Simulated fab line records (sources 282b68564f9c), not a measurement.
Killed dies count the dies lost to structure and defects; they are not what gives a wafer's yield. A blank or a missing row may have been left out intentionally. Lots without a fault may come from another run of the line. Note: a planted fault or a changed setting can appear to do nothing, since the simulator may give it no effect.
Struck lot and sound lot, side by side + flow rit cmos + 44 steps out of a route of 202
Sound: wafers L488.1, L488.2, L488.4. The struck wafers were L495.2, L495.4, L495.6. Last of all comes the cause.
Per side, at each step with rows, come the tool, then ch with its chambers, and then its first start. Under that, the readings that differ: sound wafers + struck wafers + difference of the means + sigmas: that difference in standard deviations of wafers without a fault.
alike: words and numbers the same on both sides, and readings whose means are apart by under 2 such deviations; not compared: readings that were withheld, readings missing a value for some wafer, numbers with overlapping values and no deviation given by the record, and bounds like >300 which may hide the same value.
Wherever a step has rows on one side only, a row that says differs or no value, or a row with sigmas, the two part there. Numbers that have no deviation but don't overlap get no sigmas and don't part them. Lack of a reading on every wafer of one side parts them only where that side has two or more wafers.

first, 2 steps without rows for these wafers: RIT_NLDD_HARDBAKE_07 (time 60 s); RIT_NLDD_IMPLANT_08.
RIT_NLDD_STRIP_09: strips in O2, time 180 s.
  sound on plasma asher-04 ch 0,1, day 3 03:05; struck on plasma asher-03 ch 0,1, day 4 18:55
  alike: drypump motor current A
  not compared: rf hours counter h
RIT_NLDD_TW_MEAS_10:
  sound on film metro-02, day 3 03:16; struck on film metro-03, day 4 19:05
  alike: NLDD_TW
then, 6 steps without rows for these wafers: RIT_PLDD_HMDS_00 (prime time 60 s); RIT_PLDD_COAT_01 (resist thk 1000 nm); RIT_PLDD_SOFTBAKE_02 (time 60 s); RIT_PLDD_EXPOSE_03 (exposes mask M8, target cd 40900 nm); RIT_PLDD_PEB_04; RIT_PLDD_DEVELOP_05 (develop time 50 s).
RIT_PLDD_OVL_MEAS_06:
  sound on overlay-02, day 3 04:22; struck on overlay-01, day 4 20:07
  alike: PLDD_OVL
then, 1 step without rows for these wafers: RIT_PLDD_HARDBAKE_07 (time 60 s).
RIT_PLDD_IMPLANT_08:
  sound on implanter-02 ch 0, day 3 04:34; struck on implanter-04 ch 0, day 4 20:20
| reading                          | sound                         | struck                         | difference  | sigmas      |
|----------------------------------|-------------------------------|--------------------------------|-------------|-------------|
| dose ions cm2                    | 8.992e+14 9.003e+14 9.005e+14 | 1.7098e+15 1.71e+15 1.7089e+15 | +8.0957e+14 | +99 or more |
| end station pressure torr (Torr) | 7.3e-06 6.9e-06 8.3e-06       | 9e-06 9.9e-06 9.3e-06          | +2e-06      | +5          |
| faraday current uA               | 2889 2802 2792                | 5300 5327 5215                 | +2453       | +45         |
RIT_PLDD_STRIP_09: strips in O2, time 180 s.
  sound on plasma asher-04 ch 0,1, day 3 04:43; struck on plasma asher-04 ch 1, day 4 20:27
  alike: drypump motor current A
  not compared: rf hours counter h
RIT_PLDD_TW_MEAS_10:
  sound on film metro-01, day 3 04:53; struck on film metro-03, day 4 20:38
| reading | sound          | struck         | difference | sigmas |
|---------|----------------|----------------|------------|--------|
| PLDD_TW | 2281 2308 2302 | 2739 2741 2715 | +435       | +17    |
then, 4 steps without rows for these wafers: RIT_SPACER_CLEAN_00 (cleans in SC1, time 600 s); RIT_SPACER_CLEAN_01 (cleans in dHF, time 30 s); RIT_SPACER_CLEAN_02 (cleans in SC2, time 600 s); RIT_SPACER_CVD_03 (deposits Si3N4 from SiH2Cl2/NH3, target thk 250 nm, time 3300 s).
RIT_SPACER_THK_MEAS_04:
  sound on film metro-04, day 3 07:14; struck on film metro-04, day 4 23:28
  alike: SPACER_NITRIDE_THK
RIT_SPACER_ETCHBACK_05: etches Si3N4 in SF6/CHF3, stops on SiO2, target depth 250 nm, time 240 s.
  sound on rie diel-04 ch 0,2,3, day 3 07:17; struck on rie diel-04 ch 0,1,3, day 4 23:31
  alike: drypump motor current A, oes product au, throttle valve pct
  not compared: rf hours counter h
then, 6 steps without rows for these wafers: RIT_NSD_HMDS_00 (prime time 60 s); RIT_NSD_COAT_01 (resist thk 1000 nm); RIT_NSD_SOFTBAKE_02 (time 60 s); RIT_NSD_EXPOSE_03 (exposes mask M9, target cd 40700 nm); RIT_NSD_PEB_04; RIT_NSD_DEVELOP_05 (develop time 50 s).
RIT_NSD_OVL_MEAS_06:
  sound on overlay-01, day 3 08:32; struck on overlay-02, day 5 00:38
  alike: NSD_OVL
then, 2 steps without rows for these wafers: RIT_NSD_HARDBAKE_07 (time 60 s); RIT_NSD_IMPLANT_08.
RIT_NSD_STRIP_09: strips in O2, time 180 s.
  sound on plasma asher-03 ch 0,1, day 3 08:52; struck on plasma asher-02 ch 1, day 5 00:58
| reading                     | sound          | struck         | difference | sigmas |
|-----------------------------|----------------|----------------|------------|--------|
| drypump motor current A (A) | 6.27 5.90 6.29 | 5.73 5.67 5.72 | -0.45      | -2     |
  not compared: rf hours counter h
RIT_NSD_TW_MEAS_10:
  sound on film metro-01, day 3 09:02; struck on film metro-01, day 5 01:09
  alike: NSD_TW
then, 6 steps without rows for these wafers: RIT_PSD_HMDS_00 (prime time 60 s); RIT_PSD_COAT_01 (resist thk 1000 nm); RIT_PSD_SOFTBAKE_02 (time 60 s); RIT_PSD_EXPOSE_03 (exposes mask M10, target cd 40900 nm); RIT_PSD_PEB_04; RIT_PSD_DEVELOP_05 (develop time 50 s).
RIT_PSD_OVL_MEAS_06:
  sound on overlay-02, day 3 10:16; struck on overlay-02, day 5 02:04
  alike: PSD_OVL
then, 2 steps without rows for these wafers: RIT_PSD_HARDBAKE_07 (time 60 s); RIT_PSD_IMPLANT_08.
RIT_PSD_STRIP_09: strips in O2, time 180 s.
  sound on plasma asher-02 ch 0,1, day 3 10:36; struck on plasma asher-02 ch 0, day 5 02:23
  alike: drypump motor current A
  not compared: rf hours counter h
RIT_SDANNEAL_RS_MEAS_06: a four-point-probe measurement.
  sound on film metro-01, day 3 11:34; struck on film metro-03, day 5 03:19
| reading          | sound             | struck            | difference | sigmas |
|------------------|-------------------|-------------------|------------|--------|
| PLDD_RS (ohm/sq) | 178.8 179.1 178.7 | 153.0 152.5 153.1 | -26.0      | -67    |
RIT_M1_PROBE_99:
  sound on prober-02, day 3 19:27; struck on prober-02, day 5 10:40
| reading                             | sound             | struck            | difference | sigmas |
|-------------------------------------|-------------------|-------------------|------------|--------|
| model.etest.pmos turned.r on ohm um | 3422 3535 3319    | 3163 3206 3195    | -237       |        |
| model.etest.pmos_0p3.r on ohm um    | 6189 6296 6105    | 5868 6016 5967    | -246       |        |
| model.etest.pmos_0p15.r on ohm um   | 2776 2858 2687    | 2528 2604 2645    | -181       |        |
| model.etest.pldd.rs ohm sq          | 489.7 506.4 482.2 | 356.8 352 345.5   | -141.3     |        |
| model.etest.pldd.line ohm um        | 153.9 159.7 150.1 | 112.2 109.7 109.1 | -44.2      |        |
| model.etest.pmos turned.drive ua um | 192 186.1 203.1   | 216.2 208.4 210.4 | +17.9      |        |
| model.etest.pmos_0p15.drive ua um   | 257.6 250.5 267.1 | 280 269.1 267.5   | +14        |        |
| model.etest.pmos narrow.drive ua um | 107 106 108.8     | 109.7 109 108.9   | +1.9       |        |
  alike: killed at contacts, killed at front end, killed dies, killed open, killed short

== WHERE THEY PART ==
First at RIT_PLDD_IMPLANT_08; last, within this record, at RIT_SDANNEAL_RS_MEAS_06. Later steps at which nothing parts them and some readings are alike: RIT_M1_PROBE_99.

WHY: what the simulator had put in
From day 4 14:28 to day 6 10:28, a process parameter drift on implanter-04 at RIT_PLDD_IMPLANT_08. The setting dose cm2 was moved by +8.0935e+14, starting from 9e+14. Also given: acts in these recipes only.
